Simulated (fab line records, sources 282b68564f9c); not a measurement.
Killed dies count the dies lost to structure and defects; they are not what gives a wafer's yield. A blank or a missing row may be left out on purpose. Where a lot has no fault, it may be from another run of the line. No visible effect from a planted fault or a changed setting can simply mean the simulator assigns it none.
Lot-split experiment || flow rit cmos || 5 lots, 23 wafers read, on a route of 202 steps

== ABOUT THE SPLIT ==
At RIT_ACTIVE_OXIDATION_01 (target thk 46.8 nm, ox time 3360 s), the setting ox time s was moved away from the recipe's 3360 s on 15 of the 23 wafers read, by +6.2% to +14.9%. All remaining wafers had this setting at the recipe value.

Reading taken at the split's own step.

== THE READING ==
SiO2_of_ACTIVE_OXIDATION_01.thk nm (the simulator's own value, which no gauge read), in nm, at RIT_ACTIVE_OXIDATION_01 (target thk 46.8 nm, ox time 3360 s). The file gives no usual value for it. The 8 wafers here that ran the recipe average 46.84 nm, standard deviation 0.71 nm.

{"wafer": "L074.2", "tool, chamber at the split": "-, -", "ox time s as run, s": 3859, "against the recipe": "+14.9%", "SiO2_of_ACTIVE_OXIDATION_01.thk nm, nm": 50.75, "against lot-mates on the recipe": "no lot-mate on the recipe"}
{"wafer": "L074.3", "tool, chamber at the split": "-, -", "ox time s as run, s": 3859, "against the recipe": "+14.9%", "SiO2_of_ACTIVE_OXIDATION_01.thk nm, nm": 50.55, "against lot-mates on the recipe": "no lot-mate on the recipe"}
{"wafer": "L074.4", "tool, chamber at the split": "-, -", "ox time s as run, s": 3859, "against the recipe": "+14.9%", "SiO2_of_ACTIVE_OXIDATION_01.thk nm, nm": 51.33, "against lot-mates on the recipe": "no lot-mate on the recipe"}
{"wafer": "L074.5", "tool, chamber at the split": "-, -", "ox time s as run, s": 3859, "against the recipe": "+14.9%", "SiO2_of_ACTIVE_OXIDATION_01.thk nm, nm": 50.74, "against lot-mates on the recipe": "no lot-mate on the recipe"}
{"wafer": "L074.6", "tool, chamber at the split": "-, -", "ox time s as run, s": 3859, "against the recipe": "+14.9%", "SiO2_of_ACTIVE_OXIDATION_01.thk nm, nm": 51.31, "against lot-mates on the recipe": "no lot-mate on the recipe"}
{"wafer": "L079.1", "tool, chamber at the split": "-, -", "ox time s as run, s": 3596, "against the recipe": "+7.0%", "SiO2_of_ACTIVE_OXIDATION_01.thk nm, nm": 48.41, "against lot-mates on the recipe": "no lot-mate on the recipe"}
{"wafer": "L079.2", "tool, chamber at the split": "-, -", "ox time s as run, s": 3596, "against the recipe": "+7.0%", "SiO2_of_ACTIVE_OXIDATION_01.thk nm, nm": 49.86, "against lot-mates on the recipe": "no lot-mate on the recipe"}
{"wafer": "L079.3", "tool, chamber at the split": "-, -", "ox time s as run, s": 3596, "against the recipe": "+7.0%", "SiO2_of_ACTIVE_OXIDATION_01.thk nm, nm": 49.61, "against lot-mates on the recipe": "no lot-mate on the recipe"}
{"wafer": "L079.5", "tool, chamber at the split": "-, -", "ox time s as run, s": 3596, "against the recipe": "+7.0%", "SiO2_of_ACTIVE_OXIDATION_01.thk nm, nm": 49.12, "against lot-mates on the recipe": "no lot-mate on the recipe"}
{"wafer": "L079.6", "tool, chamber at the split": "-, -", "ox time s as run, s": 3596, "against the recipe": "+7.0%", "SiO2_of_ACTIVE_OXIDATION_01.thk nm, nm": 49.03, "against lot-mates on the recipe": "no lot-mate on the recipe"}
{"wafer": "L081.1", "tool, chamber at the split": "-, -", "ox time s as run, s": 3569, "against the recipe": "+6.2%", "SiO2_of_ACTIVE_OXIDATION_01.thk nm, nm": 49.6, "against lot-mates on the recipe": "no lot-mate on the recipe"}
{"wafer": "L081.2", "tool, chamber at the split": "-, -", "ox time s as run, s": 3569, "against the recipe": "+6.2%", "SiO2_of_ACTIVE_OXIDATION_01.thk nm, nm": 50.11, "against lot-mates on the recipe": "no lot-mate on the recipe"}
{"wafer": "L081.4", "tool, chamber at the split": "-, -", "ox time s as run, s": 3569, "against the recipe": "+6.2%", "SiO2_of_ACTIVE_OXIDATION_01.thk nm, nm": 49.27, "against lot-mates on the recipe": "no lot-mate on the recipe"}
{"wafer": "L081.5", "tool, chamber at the split": "-, -", "ox time s as run, s": 3569, "against the recipe": "+6.2%", "SiO2_of_ACTIVE_OXIDATION_01.thk nm, nm": 50.04, "against lot-mates on the recipe": "no lot-mate on the recipe"}
{"wafer": "L081.6", "tool, chamber at the split": "-, -", "ox time s as run, s": 3569, "against the recipe": "+6.2%", "SiO2_of_ACTIVE_OXIDATION_01.thk nm, nm": 50.17, "against lot-mates on the recipe": "no lot-mate on the recipe"}
{"wafer": "L082.2", "tool, chamber at the split": "-, -", "ox time s as run, s": 3360, "against the recipe": "recipe", "SiO2_of_ACTIVE_OXIDATION_01.thk nm, nm": 45.56, "against lot-mates on the recipe": "-"}
{"wafer": "L082.3", "tool, chamber at the split": "-, -", "ox time s as run, s": 3360, "against the recipe": "recipe", "SiO2_of_ACTIVE_OXIDATION_01.thk nm, nm": 46.57, "against lot-mates on the recipe": "-"}
{"wafer": "L082.4", "tool, chamber at the split": "-, -", "ox time s as run, s": 3360, "against the recipe": "recipe", "SiO2_of_ACTIVE_OXIDATION_01.thk nm, nm": 46.59, "against lot-mates on the recipe": "-"}
{"wafer": "L082.5", "tool, chamber at the split": "-, -", "ox time s as run, s": 3360, "against the recipe": "recipe", "SiO2_of_ACTIVE_OXIDATION_01.thk nm, nm": 46.79, "against lot-mates on the recipe": "-"}
{"wafer": "L082.6", "tool, chamber at the split": "-, -", "ox time s as run, s": 3360, "against the recipe": "recipe", "SiO2_of_ACTIVE_OXIDATION_01.thk nm, nm": 47.01, "against lot-mates on the recipe": "-"}
{"wafer": "L085.1", "tool, chamber at the split": "furnace-03, 0", "ox time s as run, s": 3360, "against the recipe": "recipe", "SiO2_of_ACTIVE_OXIDATION_01.thk nm, nm": 48.32, "against lot-mates on the recipe": "-"}
{"wafer": "L085.4", "tool, chamber at the split": "furnace-03, 0", "ox time s as run, s": 3360, "against the recipe": "recipe", "SiO2_of_ACTIVE_OXIDATION_01.thk nm, nm": 46.91, "against lot-mates on the recipe": "-"}
{"wafer": "L085.6", "tool, chamber at the split": "furnace-03, 0", "ox time s as run, s": 3360, "against the recipe": "recipe", "SiO2_of_ACTIVE_OXIDATION_01.thk nm, nm": 46.97, "against lot-mates on the recipe": "-"}

THE FIT
A straight line over all 23 wafers: SiO2_of_ACTIVE_OXIDATION_01.thk nm changes by +0.28 nm for each +1% of ox time s; r = +0.90; the points scatter about the line by 0.77 nm.
Too few moved wafers have a lot-mate on the recipe to fit a line with each lot's own level taken away.

== THE FILE'S OWN FIT ==
SiO2_of_ACTIVE_OXIDATION_01.thk nm changes by +0.28 nm for each +1% of ox time s, r = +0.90.
